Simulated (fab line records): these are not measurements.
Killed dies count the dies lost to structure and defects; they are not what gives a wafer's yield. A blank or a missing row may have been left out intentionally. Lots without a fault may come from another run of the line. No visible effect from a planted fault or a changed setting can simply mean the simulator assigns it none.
fab line records + flow berkeley-cmos170
record
- lots=14
- wafers=42
- last-day=11
route steps=331 shown START@1 PWELL@50 SCREENOX@102 PVT@121
lots untouched by any fault: they come from a run of this same line in which no faults occurred
start-h: start of the lot's first displayed wafer, in hours after the record's first day + wait-h: time in hours since the lot's previous step + " as in the row above + L1.1+2: a row that stands for several wafers + - no value present, or no start provided + * or withheld: withheld + < > ~ a bound
route shown NAME@n: a module of which the file shows steps, and the number in the route of the first + usual: the fault-free wafers' mean and standard deviation + same: alike in all rows + chamber/n: place in a boat + sites: the reading at each site + _std_site: the values' standard deviation + _edge_site: outer sites' mean less inner sites' + radius-mm: how far each site lies from the wafer's centre + mask NAME#n: copy n + behind: the tool/chamber that last shaped the wafer + hold: reason for holding the lot/hours on hold/outcome of the hold + device: names the non-switching transistor (n, p or np) + end of line: tests run on the same wafers once the route is complete + for a step that has no rows: nothing shown but its recipe + killed: dies that structure and defects cost at the first sort, which is not the same as the wafer's yield + map: a wafer's dies, marking killed ones x, the rest . and places with no die _
set.NAME: the run value of the setting; set.NAME@STEP: its run value at that earlier step + model.NAME: the simulator's own value behind a step, which no gauge read
a sample of lots followed through the steps of the route, with each step as a table and each wafer as a row
services: when a tool's chamber went out of use (start-h, in hours from the record's first day, below 0 if earlier), for how many hours, and the reason
## steps
# step UCB170_START_BOW_MEAS_00
# recipe
- mode=bow
# usual
- INCOMING_BOW=-1/6.9
| lot.wafer | tool          | chamber | start-h | wait-h | INCOMING_BOW[um] |
|-----------|---------------|---------|---------|--------|------------------|
| L132.1    | film-metro-01 | -       | 10.00   | -      | 9                |
| L132.3    | "             | -       | "       | "      | 1                |
| L132.6    | "             | -       | "       | "      | -1               |
| L134.1    | film-metro-02 | -       | 20.00   | -      | -8               |
| L134.5    | "             | -       | "       | "      | 4                |
| L134.6    | "             | -       | "       | "      | -10              |
| L135.1    | film-metro-02 | -       | 25.00   | -      | 7                |
| L135.3    | "             | -       | "       | "      | 7                |
| L135.6    | "             | -       | "       | "      | -3               |
| L136.1    | film-metro-02 | -       | 30.00   | -      | 0                |
| L136.4    | "             | -       | "       | "      | -3               |
| L136.5    | "             | -       | "       | "      | 5                |
| L137.1    | film-metro-04 | -       | 35.00   | -      | -2               |
| L137.2    | "             | -       | "       | "      | 5                |
| L137.3    | "             | -       | "       | "      | 14               |
| L139.2    | film-metro-02 | -       | 45.02   | -      | -9               |
| L139.3    | "             | -       | "       | "      | 1                |
| L139.5    | "             | -       | "       | "      | -3               |
| L140.4    | film-metro-01 | -       | 50.06   | -      | 3                |
| L140.5    | "             | -       | "       | "      | 10               |
| L140.6    | "             | -       | "       | "      | 12               |
| L147.1    | film-metro-02 | -       | 85.00   | -      | -3               |
| L147.2    | "             | -       | "       | "      | -6               |
| L147.5    | "             | -       | "       | "      | 0                |
| L149.1    | film-metro-02 | -       | 95.00   | -      | -5               |
| L149.3    | "             | -       | "       | "      | 2                |
| L149.5    | "             | -       | "       | "      | 6                |
| L150.2    | film-metro-02 | -       | 100.02  | -      | -2               |
| L150.3    | "             | -       | "       | "      | -5               |
| L150.4    | "             | -       | "       | "      | 13               |
| L152.1    | film-metro-01 | -       | 110.00  | -      | 6                |
| L152.4    | "             | -       | "       | "      | -5               |
| L152.5    | "             | -       | "       | "      | 9                |
| L153.2    | film-metro-02 | -       | 115.02  | -      | -6               |
| L153.5    | "             | -       | "       | "      | 16               |
| L153.6    | "             | -       | "       | "      | -7               |
| L154.2    | film-metro-02 | -       | 120.02  | -      | -1               |
| L154.3    | "             | -       | "       | "      | -9               |
| L154.6    | "             | -       | "       | "      | 8                |
| L155.1    | film-metro-01 | -       | 125.05  | -      | 8                |
| L155.2    | "             | -       | "       | "      | -11              |
| L155.4    | "             | -       | "       | "      | -10              |
# step UCB170_PWELL_STRIP_16
# recipe
- chemistry=O2
- power-w=400
- pressure-mtorr=3500
- platen-temp-c=withheld
- o2-flow-sccm=400
- overash-fraction=0.5
# usual
- chamber-pressure-mTorr=3500.3/2.8
- drypump-motor-current-A=5.8/0.39
- oes-product-au=0.721/0.0046
- overash-fraction=0.5/0
- strip-time-to-endpoint-s=18.13/0.088
| lot.wafer | tool            | chamber | start-h | wait-h | chamber-pressure-mTorr | drypump-motor-current-A | oes-product-au | overash-fraction | rf-hours-counter-h | strip-time-to-endpoint-s |
|-----------|-----------------|---------|---------|--------|------------------------|-------------------------|----------------|------------------|--------------------|--------------------------|
| L132.1    | plasma-asher-03 | 1       | 48.98   | 0.1    | 3497.7                 | 5.7                     | 0.724          | 0.5              | 26                 | 18.04                    |
| L132.3    | "               | 1       | "       | "      | 3499.8                 | 5.7                     | 0.724          | 0.5              | -                  | 18.10                    |
| L132.6    | "               | 0       | "       | "      | 3501.9                 | 5.5                     | 0.716          | 0.5              | -                  | 18.10                    |
| L134.1    | plasma-asher-03 | 0       | 54.38   | 0.1    | 3502.4                 | 5.5                     | 0.719          | 0.5              | 27                 | 18.06                    |
| L134.5    | "               | 0       | "       | "      | 3496.1                 | 5.5                     | 0.718          | 0.5              | -                  | 18.09                    |
| L134.6    | "               | 1       | "       | "      | 3500.6                 | 5.7                     | 0.726          | 0.5              | -                  | 18.09                    |
| L135.1    | plasma-asher-03 | 1       | 66.12   | 0.1    | 3499.5                 | 5.7                     | 0.719          | 0.5              | 28                 | 18.11                    |
| L135.3    | "               | 0       | "       | "      | 3505.2                 | 5.5                     | 0.720          | 0.5              | -                  | 18.21                    |
| L135.6    | "               | 1       | "       | "      | 3498.4                 | 5.7                     | 0.722          | 0.5              | -                  | 18.05                    |
| L136.1    | plasma-asher-01 | 0       | 66.36   | 0.1    | 3495.7                 | 5.4                     | 0.729          | 0.5              | 35                 | 18.19                    |
| L136.4    | "               | 1       | "       | "      | 3500.0                 | 5.5                     | 0.724          | 0.5              | -                  | 18.34                    |
| L136.5    | "               | 1       | "       | "      | 3495.8                 | 5.5                     | 0.713          | 0.5              | -                  | 18.18                    |
| L137.1    | plasma-asher-03 | 0       | 79.14   | 0.1    | 3500.6                 | 5.5                     | 0.714          | 0.5              | 30                 | 18.14                    |
| L137.2    | "               | 1       | "       | "      | 3502.0                 | 5.7                     | 0.714          | 0.5              | 30                 | 18.05                    |
| L137.3    | "               | 0       | "       | "      | 3502.3                 | 5.5                     | 0.715          | 0.5              | -                  | 18.02                    |
| L139.2    | plasma-asher-04 | 1       | 86.38   | 0.1    | -                      | -                       | -              | -                | -                  | -                        |
| L139.3    | "               | 0       | "       | "      | -                      | -                       | -              | -                | -                  | -                        |
| L139.5    | "               | 0       | "       | "      | -                      | -                       | -              | -                | -                  | -                        |
| L140.4    | plasma-asher-01 | 0       | 99.96   | 0.1    | -                      | -                       | -              | -                | -                  | -                        |
| L140.5    | "               | 0       | "       | "      | -                      | -                       | -              | -                | -                  | -                        |
| L140.6    | "               | 1       | "       | "      | -                      | -                       | -              | -                | -                  | -                        |
| L147.1    | plasma-asher-04 | 1       | 140.03  | 0.1    | 3506.2                 | 6.5                     | 0.714          | 0.5              | 42                 | 18.29                    |
| L147.2    | "               | 0       | "       | "      | 3501.9                 | 5.9                     | 0.725          | 0.5              | 42                 | 18.21                    |
| L147.5    | "               | 1       | "       | "      | 3498.6                 | 6.5                     | 0.725          | 0.5              | -                  | 18.21                    |
| L150.2    | plasma-asher-03 | 1       | 140.27  | 0.1    | 3500.4                 | 5.7                     | 0.713          | 0.5              | 36                 | 18.21                    |
| L150.3    | "               | 0       | "       | "      | 3502.4                 | 5.5                     | 0.730          | 0.5              | -                  | 18.15                    |
| L150.4    | "               | 1       | "       | "      | 3500.4                 | 5.7                     | 0.722          | 0.5              | -                  | 18.13                    |
| L149.1    | plasma-asher-01 | 0       | 140.51  | 0.1    | 3503.7                 | 5.4                     | 0.717          | 0.5              | 3                  | 18.10                    |
| L149.3    | "               | 0       | "       | "      | 3501.4                 | 5.4                     | 0.724          | 0.5              | -                  | 18.05                    |
| L149.5    | "               | 1       | "       | "      | 3500.0                 | 5.5                     | 0.728          | 0.5              | -                  | 18.30                    |
| L152.1    | plasma-asher-01 | 0       | 159.37  | 0.1    | 3500.2                 | 5.4                     | 0.716          | 0.5              | 4                  | 18.14                    |
| L152.4    | "               | 1       | "       | "      | 3494.7                 | 5.5                     | 0.721          | 0.5              | -                  | 18.20                    |
| L152.5    | "               | 1       | "       | "      | 3502.7                 | 5.5                     | 0.722          | 0.5              | -                  | 18.20                    |
| L154.2    | plasma-asher-04 | 1       | 160.37  | 0.1    | 3501.3                 | 6.5                     | 0.719          | 0.5              | 44                 | 18.14                    |
| L154.3    | "               | 1       | "       | "      | 3505.1                 | 6.5                     | 0.725          | 0.5              | -                  | 18.10                    |
| L154.6    | "               | 1       | "       | "      | 3500.6                 | 6.5                     | 0.712          | 0.5              | -                  | 18.16                    |
| L153.2    | plasma-asher-03 | 0       | 160.62  | 0.1    | 3499.9                 | 5.5                     | 0.728          | 0.5              | 38                 | 18.07                    |
| L153.5    | "               | 0       | "       | "      | 3500.3                 | 5.5                     | 0.725          | 0.5              | -                  | 18.18                    |
| L153.6    | "               | 1       | "       | "      | 3501.4                 | 5.7                     | 0.721          | 0.5              | -                  | 18.17                    |
| L155.1    | plasma-asher-04 | 0       | 166.22  | 0.1    | 3505.1                 | 5.9                     | 0.725          | 0.5              | 45                 | 18.07                    |
| L155.2    | "               | 1       | "       | "      | 3496.6                 | 6.5                     | 0.721          | 0.5              | 45                 | 18.06                    |
| L155.4    | "               | 1       | "       | "      | 3498.8                 | 6.5                     | 0.718          | 0.5              | -                  | 18.26                    |
# step UCB170_SCREENOX_THK_MEAS_02
# recipe
- reads=SiO2_of_SCREENOX_OXIDATION_01
# usual
- SCREENOX_OXIDE_THK=14.52/0.25
| lot.wafer | tool          | chamber | start-h | wait-h | SCREENOX_OXIDE_THK[nm] |
|-----------|---------------|---------|---------|--------|------------------------|
| L132.1    | film-metro-02 | -       | 102.09  | 0.0    | 14.43                  |
| L132.3    | "             | -       | "       | "      | 14.09                  |
| L132.6    | "             | -       | "       | "      | 14.52                  |
| L134.1    | film-metro-01 | -       | 111.00  | 0.0    | 14.51                  |
| L134.5    | "             | -       | "       | "      | 14.82                  |
| L134.6    | "             | -       | "       | "      | 14.56                  |
| L135.1    | film-metro-01 | -       | 125.38  | 0.0    | 14.59                  |
| L135.3    | "             | -       | "       | "      | 14.66                  |
| L135.6    | "             | -       | "       | "      | 14.48                  |
| L136.1    | film-metro-02 | -       | 125.38  | 0.0    | 14.51                  |
| L136.4    | "             | -       | "       | "      | 14.85                  |
| L136.5    | "             | -       | "       | "      | 14.65                  |
| L137.1    | film-metro-01 | -       | 140.05  | 0.3    | 14.79                  |
| L137.2    | "             | -       | "       | "      | 14.67                  |
| L137.3    | "             | -       | "       | "      | 14.65                  |
| L150.2    | film-metro-01 | -       | 190.35  | 0.1    | 13.96                  |
| L150.3    | "             | -       | "       | "      | 14.06                  |
| L150.4    | "             | -       | "       | "      | 14.36                  |
| L149.1    | film-metro-02 | -       | 190.36  | 0.1    | 14.55                  |
| L149.3    | "             | -       | "       | "      | 14.44                  |
| L149.5    | "             | -       | "       | "      | 14.45                  |
| L147.1    | film-metro-01 | -       | 190.40  | 0.1    | 14.84                  |
| L147.2    | "             | -       | "       | "      | 14.51                  |
| L147.5    | "             | -       | "       | "      | 14.77                  |
| L152.1    | film-metro-01 | -       | 208.51  | 0.0    | 14.55                  |
| L152.4    | "             | -       | "       | "      | 14.35                  |
| L152.5    | "             | -       | "       | "      | 14.44                  |
| L153.2    | film-metro-04 | -       | 208.52  | 0.0    | 14.73                  |
| L153.5    | "             | -       | "       | "      | 14.42                  |
| L153.6    | "             | -       | "       | "      | 14.72                  |
| L154.2    | film-metro-02 | -       | 208.52  | 0.0    | 14.60                  |
| L154.3    | "             | -       | "       | "      | 14.54                  |
| L154.6    | "             | -       | "       | "      | 14.59                  |
| L155.1    | film-metro-02 | -       | 210.18  | 0.0    | 14.46                  |
| L155.2    | "             | -       | "       | "      | 14.22                  |
| L155.4    | "             | -       | "       | "      | 14.33                  |
# step UCB170_PVT_OVL_MEAS_06
# usual
- PVT_OVL=-2/4.7
| lot.wafer | tool       | chamber | start-h | wait-h | PVT_OVL[nm] |
|-----------|------------|---------|---------|--------|-------------|
| L132.1    | overlay-02 | -       | 111.58  | -      | -6          |
| L132.3    | "          | -       | "       | "      | -9          |
| L132.6    | "          | -       | "       | "      | 2           |
| L134.1    | overlay-02 | -       | 120.65  | -      | -8          |
| L134.5    | "          | -       | "       | "      | 1           |
| L134.6    | "          | -       | "       | "      | 9           |
| L136.1    | overlay-02 | -       | 134.01  | -      | -6          |
| L136.4    | "          | -       | "       | "      | 1           |
| L136.5    | "          | -       | "       | "      | 2           |
| L135.1    | overlay-01 | -       | 134.51  | -      | -7          |
| L135.3    | "          | -       | "       | "      | -5          |
| L135.6    | "          | -       | "       | "      | -7          |
| L137.1    | overlay-02 | -       | 149.75  | -      | -3          |
| L137.2    | "          | -       | "       | "      | -8          |
| L137.3    | "          | -       | "       | "      | -4          |
| L149.1    | overlay-02 | -       | 197.26  | -      | 0           |
| L149.3    | "          | -       | "       | "      | -9          |
| L149.5    | "          | -       | "       | "      | -2          |
| L150.2    | overlay-01 | -       | 197.54  | -      | -6          |
| L150.3    | "          | -       | "       | "      | 3           |
| L150.4    | "          | -       | "       | "      | -5          |
| L147.1    | overlay-01 | -       | 198.27  | -      | -2          |
| L147.2    | "          | -       | "       | "      | -5          |
| L147.5    | "          | -       | "       | "      | 4           |
| L154.2    | overlay-01 | -       | 214.44  | -      | 5           |
| L154.3    | "          | -       | "       | "      | -7          |
| L154.6    | "          | -       | "       | "      | -5          |
| L152.1    | overlay-01 | -       | 214.70  | -      | -8          |
| L152.4    | "          | -       | "       | "      | -1          |
| L152.5    | "          | -       | "       | "      | -2          |
| L153.2    | overlay-02 | -       | 214.72  | -      | -2          |
| L153.5    | "          | -       | "       | "      | 1           |
| L153.6    | "          | -       | "       | "      | 0           |
| L155.1    | overlay-01 | -       | 216.67  | -      | -7          |
| L155.2    | "          | -       | "       | "      | -11         |
| L155.4    | "          | -       | "       | "      | -8          |
## services
| tool            | chamber | start-h | hours | kind       |
|-----------------|---------|---------|-------|------------|
| plasma-asher-04 | -       | 39.75   | 9.0   | repair     |
| plasma-asher-04 | -       | 88.25   | 4.6   | repair     |
| plasma-asher-03 | -       | 94.27   | 2.8   | pm         |
| plasma-asher-03 | -       | 104.85  | 0.5   | repair     |
| plasma-asher-01 | -       | 108.75  | 9.0   | pm         |
| plasma-asher-01 | 0       | 108.75  | 9.0   | vent-cycle |
| plasma-asher-01 | 1       | 108.75  | 9.0   | vent-cycle |
| plasma-asher-01 | 0       | 117.75  | -     | clean      |
| plasma-asher-01 | 1       | 117.75  | -     | clean      |
## key
first-sign
- step=UCB170_PWELL_STRIP_16
- reading=tool-record
- direction=missing
effect none on later readings
met-at UCB170_PWELL_STRIP_16
struck-lots L139,L140
later-rows-left-out L139.2,L139.3,L139.5,L140.4,L140.5,L140.6
sort-left-out L139.2,L139.3,L139.5,L140.4,L140.5,L140.6
tester-left-out L139,L140
not-acting-at UCB170_START_BOW_MEAS_00,UCB170_SCREENOX_THK_MEAS_02,UCB170_PVT_OVL_MEAS_06
onset-between 66.36 86.38
fault
- kind=skipped-step-whole
- tool=plasma-asher-01,plasma-asher-04
- chamber=-
- onset-h=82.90
- steps=UCB170_PWELL_STRIP_16
- scope=struck-lots-only
# tester-left-out: of these lots the tester's yield and bins aren't shown, on N5 and GAA mostly nor the transistor test; their killed dies are dies lost to structure and defects alone, not to doping, threshold or leakage, so they don't give the yield
# sort-left-out: the simulated sort isn't trusted on such a fault, so these wafers' sort isn't shown, and their yield isn't known
# later-rows-left-out: the simulator's readings of these wafers behind a module that went badly wrong aren't trusted and aren't shown, but for the sort
